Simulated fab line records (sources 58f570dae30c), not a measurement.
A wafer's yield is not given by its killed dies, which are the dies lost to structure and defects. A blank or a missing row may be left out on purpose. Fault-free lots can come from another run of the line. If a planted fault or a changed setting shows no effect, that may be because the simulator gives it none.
Which of the tools did it? | flow berkeley cmos170 | at 1 step of a route of 331, 7 lots with 21 wafers sampled

WHAT THE GAUGES SHOWED, per wafer
UCB170_PWELL_OVL_MEAS_13.
lot  | measured    | on         | PWELL_OVL (nm)
L904 | day 3 18:13 | overlay-01 | -12 -1 -11
L905 | day 3 23:20 | overlay-02 | 0 1 3
L910 | day 4 23:43 | overlay-02 | 3 7 9
L916 | day 6 08:58 | overlay-01 | -6 -10 -8
L917 | day 6 11:17 | overlay-01 | -5 -1 -13
L921 | day 7 01:48 | overlay-01 | 8 -2 -2
L924 | day 7 09:37 | overlay-02 | -6 3 -5

WHICH TOOL RAN EACH LOT (tool, then ch and the chambers of the sampled wafers, then the start)
Record: no process step prior to these readings.

THE ANSWER, worked out from the rows above alone
Rule: the lots themselves supply what counts as usual. The widest of any qualifying gaps counts: lots, ordered by their means at a reading, are off when they make up no more than a third of the lots, leave a main group of 4 or more, and stand apart from it by 3 or more times the standard deviation of that group's means. A main group whose means are all the same, to the digits that the tables above print for the reading, isn't used. A lot without any number at a reading at which 4 lots or more have one is off too. The other lots that the step has rows for count as sound.
No lot is off on any of the readings shown, so nothing can be concluded from this.

WHAT THE SIMULATOR PUT IN
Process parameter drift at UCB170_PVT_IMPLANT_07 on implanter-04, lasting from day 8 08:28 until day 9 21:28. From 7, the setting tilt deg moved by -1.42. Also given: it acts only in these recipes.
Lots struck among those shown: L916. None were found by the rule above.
